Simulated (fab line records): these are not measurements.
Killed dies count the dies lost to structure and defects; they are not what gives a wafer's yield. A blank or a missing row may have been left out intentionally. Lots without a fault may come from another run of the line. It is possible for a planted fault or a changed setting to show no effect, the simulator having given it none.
The tool behind it: which one?    flow rit-cmos    Sampling: 13 lots, 39 wafers, 2 of 202 route steps

WHAT THE GAUGES READ, wafer by wafer
RIT_GATE_THK_MEAS_09.
lot   measured     on             GATE_POLY_THK (nm)
L707  day 3 08:40  film-metro-01  254.0 250.9 252.0
L708  day 3 08:39  film-metro-04  247.5 248.8 248.1
L710  day 3 17:14  film-metro-04  252.7 252.9 254.5
L711  day 4 02:11  film-metro-02  246.3 247.6 243.2
L712  day 4 05:12  film-metro-02  250.3 249.4 251.7
L714  day 4 07:17  film-metro-02  251.3 251.5 249.3
L715  day 4 14:24  film-metro-01  249.0 249.1 251.0
L718  day 5 03:25  film-metro-01  249.5 248.2 249.5
L719  day 5 05:38  film-metro-02  252.4 252.6 254.4
L722  day 5 21:30  film-metro-01  250.7 249.9 250.3
L723  day 6 00:28  film-metro-02  250.2 248.8 250.4
L727  day 7 01:55  film-metro-04  309.5 305.8 309.3 309.2 305.7 309.2
L729  day 7 10:58  film-metro-02  253.6 251.7 252.1

EACH LOT AND THE TOOL THAT RAN IT (in order: tool; ch and the chambers of the sampled wafers; start)
lot   RIT_GATE_CVD_08
L707  lpcvd-02 ch 0, day 3 07:02
L708  lpcvd-02 ch 1, day 3 07:02
L710  lpcvd-01 ch 0, day 3 15:38
L711  lpcvd-02 ch 1, day 4 00:32
L712  lpcvd-02 ch 1, day 4 03:34
L714  lpcvd-01 ch 1, day 4 05:40
L715  lpcvd-01 ch 0, day 4 12:47
L718  lpcvd-01 ch 0, day 5 01:47
L719  lpcvd-01 ch 1, day 5 04:01
L722  lpcvd-02 ch 1, day 5 19:52
L723  lpcvd-01 ch 1, day 5 22:51
L727  lpcvd-01 ch 0, day 7 00:16
L729  lpcvd-02 ch 0, day 7 09:21
- RIT_GATE_CVD_08: deposits poly-Si from SiH4, target thk 250 nm, time 2220 s.

WHAT THE TOOLS THEMSELVES READ (means of the sampled wafers that have a number; where no wafer has one, the mark that the record gives instead)
RIT_GATE_CVD_08.
lot   tool      pressure-mtorr (mTorr)  zone-power-source-pct (%)
L707  lpcvd-02  299.3                   10.6
L708  lpcvd-02  299.4                   11.0
L710  lpcvd-01  299.5                   11.1
L711  lpcvd-02  299.8                   11.0
L712  lpcvd-02  300.0                   11.1
L714  lpcvd-01  299.7                   11.7
L715  lpcvd-01  298.8                   11.0
L718  lpcvd-01  300.2                   11.1
L719  lpcvd-01  299.7                   11.8
L722  lpcvd-02  300.1                   11.2
L723  lpcvd-01  299.8                   11.7
L727  lpcvd-01  449.4                   11.0
L729  lpcvd-02  299.7                   10.5

THE ANSWER, worked out from the rows above alone
Rule: the lots themselves supply what counts as usual. Put in order of their means at a reading, lots are off if they are a third of the lots or fewer, leave a main group of 4 or more, and stand apart from it by a gap of 3 or more times the standard deviation of the main group's means; of several such gaps the widest counts. Not used: any main group whose means are identical at the precision the tables above print for the reading. A lot without any number at a reading at which 4 lots or more have one is off too. Where the step has rows for the other lots, those lots are counted as sound. The gauges are gone through in route order, then the tools' own readings, and for those a lot's mean is taken as printed above. At the first step where some lot is off, the reading lying furthest off is the one used; lots without a number count as furthest.
Off: L727, at RIT_GATE_THK_MEAS_09 (GATE_POLY_THK). Mean 250.4 nm and standard deviation 2.1 in the main group.
If a tool, at a process step before that reading, ran all the lots that are off and no sound lot after the first of them, it fits. The gauges at RIT_GATE_THK_MEAS_09 aren't tried: what is off there is off at RIT_GATE_CVD_08 too, on other tools, and a gauge's error can't cause that. One fits: lpcvd-01 at RIT_GATE_CVD_08. Its last sound lot is L723 (day 5 22:51), its first lot that is off L727 (day 7 00:16): a fault that began between those two fits.
On the lots that are off, the tool's own readings at RIT_GATE_CVD_08 differ by more than 5 times the standard deviation of the sound lots' means, which bears it out; pressure-mtorr reads 449.4 mTorr there versus 299.7 mTorr on the sound lots.

WHAT THE SIMULATOR HAD INSERTED
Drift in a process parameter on lpcvd-01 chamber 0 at RIT_GATE_CVD_08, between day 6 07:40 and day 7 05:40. Setting pressure-mtorr shifted by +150 from 300. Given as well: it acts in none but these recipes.
Shown lots that were struck: L727. The same result came from the rule above.
